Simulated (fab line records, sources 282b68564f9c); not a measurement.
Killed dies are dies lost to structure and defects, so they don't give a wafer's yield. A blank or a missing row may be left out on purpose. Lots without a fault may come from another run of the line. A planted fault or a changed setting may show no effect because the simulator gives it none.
Split-lot experiment | flow rit_cmos | 5 lots, 21 wafers read, on a route of 202 steps

THE SPLIT
At RIT_GATE_EXPOSE_13 (exposes mask M6, target cd 150 nm), the setting dose_mj was moved away from the recipe's 380 on 3 of the 21 wafers read, by -4.7% to -4.4%. The other wafers ran this setting at the recipe's value.

FROM THE SPLIT TO THE READING: what the file shows between them, 19 steps
- RIT_NLDD_COAT_01: resist thk 1000 nm (also split here: resist_thk_nm)
- RIT_NLDD_SOFTBAKE_02: time 60 s
- RIT_NLDD_EXPOSE_03: exposes mask M7, target cd 40700 nm
- RIT_NLDD_DEVELOP_05: develop time 50 s
- RIT_NLDD_HARDBAKE_07: time 60 s
- RIT_NLDD_IMPLANT_08 (also split here: energy_kev)
- RIT_NSD_IMPLANT_08 (also split here: dose_cm2)
- RIT_PSD_IMPLANT_08 (also split here: tilt_deg)
- RIT_PSD_STRIP_09: strips in O2, time 180 s
- RIT_SDANNEAL_RTA_03: time 4.9 s
- RIT_SDANNEAL_RS_MEAS_05: measures by four-point-probe
- RIT_CONTACT_EXPOSE_05: exposes mask M11, target cd 1000 nm (also split here: dose_mj)
- RIT_CONTACT_PEB_06
- RIT_CONTACT_DEVELOP_07: develop time 120 s
- RIT_CONTACT_CD_MEAS_08: target cd 1000 nm
- RIT_CONTACT_HARDBAKE_10: time 60 s
- RIT_CONTACT_ETCH_11: etches SiO2 in CHF3/CF4/Ar, stops on TiSi2, target depth 480 nm, time 320 s
- RIT_CONTACT_STRIP_12: strips in O2, time 180 s
- RIT_CONTACT_CD_MEAS_90: target cd 1000 nm

THE READING
etest.pmos_0p15.drive_ua_um (the simulator's own value, which no gauge read), at RIT_M1_PROBE_99. The file gives no usual value for it. The 18 wafers here that ran the recipe average 267.4, standard deviation 16.

wafer  | tool, chamber at the split | dose_mj as run | against the recipe | etest.pmos_0p15.drive_ua_um | against lot-mates on the recipe
L074.1 | iline_stepper-02, 0        | 380            | recipe             | 260.4                       | -
L074.2 | iline_stepper-02, 0        | 380            | recipe             | 260.2                       | -
L074.3 | iline_stepper-02, 0        | 380            | recipe             | 264.7                       | -
L074.4 | iline_stepper-02, 0        | 380            | recipe             | 266.4                       | -
L074.6 | iline_stepper-02, 0        | 380            | recipe             | 255.9                       | -
L075.2 | iline_stepper-02, 0        | 380            | recipe             | 270.7                       | -
L075.3 | iline_stepper-02, 0        | 380            | recipe             | 275.1                       | -
L075.5 | iline_stepper-02, 0        | 380            | recipe             | 278.3                       | -
L076.1 | iline_stepper-02, 0        | 363.2          | -4.4%              | 195.2                       | -55.8
L076.3 | iline_stepper-02, 0        | 363.2          | -4.4%              | 190.8                       | -60.2
L076.4 | iline_stepper-02, 0        | 380            | recipe             | 262.6                       | -
L076.5 | iline_stepper-02, 0        | 380            | recipe             | 243.5                       | -
L076.6 | iline_stepper-02, 0        | 380            | recipe             | 246.9                       | -
L077.1 | iline_stepper-02, 0        | 380            | recipe             | 268.8                       | -
L077.2 | iline_stepper-02, 0        | 380            | recipe             | 258.8                       | -
L077.3 | iline_stepper-02, 0        | 380            | recipe             | 272.6                       | -
L077.5 | iline_stepper-02, 0        | 380            | recipe             | 263.1                       | -
L077.6 | iline_stepper-02, 0        | 380            | recipe             | 253.2                       | -
L083.1 | iline_stepper-01, 0        | 380            | recipe             | 305.4                       | -
L083.2 | iline_stepper-01, 0        | 380            | recipe             | 306.4                       | -
L083.5 | iline_stepper-01, 0        | 362            | -4.7%              | 253.3                       | -52.6

THE FIT
A straight line over all 21 wafers: etest.pmos_0p15.drive_ua_um changes by +11.7 for each +1% of dose_mj; r = +0.70; the points scatter about the line by 20.
The same after taking each lot's own level away (the mean of its wafers on the recipe; 21 wafers): +12.4 for each +1%; r = +0.96; scatter 5.7.
On that fit, the largest move of dose_mj shifts the reading by 59.
The lots' own levels span 251.00 to 305.90, that is 3.4 times the standard deviation above.
So the lot-to-lot level blurs the effect unless lot-mates are compared.
Check: with one of the wafers moved furthest among these (-4.7%) left out of the fit, the line predicts -62.1 for it against its lot-mates. It came out at -52.6 against them.

OTHER SPLITS ON THESE WAFERS
These wafers also went through other splits before the reading. Each is held against what the fit with the lots' levels taken away leaves over:
other split on the same wafers  | wafers away from the commonest value | r with etest.pmos_0p15.drive_ua_um (lot level and that fit taken away)
RIT_ACTIVE_OXIDATION_01 temp_c  | 10                                   | -0.08
RIT_ACTIVE_CVD_03 nh3_flow_sccm | 10                                   | -0.10
RIT_ACTIVE_CLEAN_16 time_s      | 15                                   | +0.14
RIT_PWELL_HARDBAKE_07 temp_c    | 6                                    | -0.09
RIT_NLDD_COAT_01 resist_thk_nm  | 5                                    | -0.27
RIT_NLDD_IMPLANT_08 energy_kev  | 4                                    | -0.01
RIT_NSD_IMPLANT_08 dose_cm2     | 7                                    | -0.18
RIT_PSD_IMPLANT_08 tilt_deg     | 9                                    | -0.08
RIT_CONTACT_EXPOSE_05 dose_mj   | 10                                   | -0.04

THE WHOLE CHAIN: every reading that the file lists as answering this split, in the file's order
step            | what it does | reading                                                                        | change (the file's fit)           | r (the file's)
RIT_M1_PROBE_99 |              | etest.pmos_0p15.r_on_ohm_um (the simulator's own value, which no gauge read)   | -133 for each +1% of the setting  | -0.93
RIT_M1_PROBE_99 |              | etest.pmos_turned.r_on_ohm_um (the simulator's own value, which no gauge read) | -134 for each +1% of the setting  | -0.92
RIT_M1_PROBE_99 |              | etest.nmos_0p15.r_on_ohm_um (the simulator's own value, which no gauge read)   | -41 for each +1% of the setting   | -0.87
RIT_M1_PROBE_99 |              | etest.nmos_0p15.drive_ua_um (the simulator's own value, which no gauge read)   | +19.5 for each +1% of the setting | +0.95
RIT_M1_PROBE_99 |              | etest.nmos_turned.drive_ua_um (the simulator's own value, which no gauge read) | +9.4 for each +1% of the setting  | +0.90
RIT_M1_PROBE_99 |              | etest.pmos_0p15.drive_ua_um (the simulator's own value, which no gauge read)   | +12.3 for each +1% of the setting | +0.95

THE FILE'S OWN FIT
etest.pmos_0p15.drive_ua_um changes by +12.3 for each +1% of dose_mj, r = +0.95.
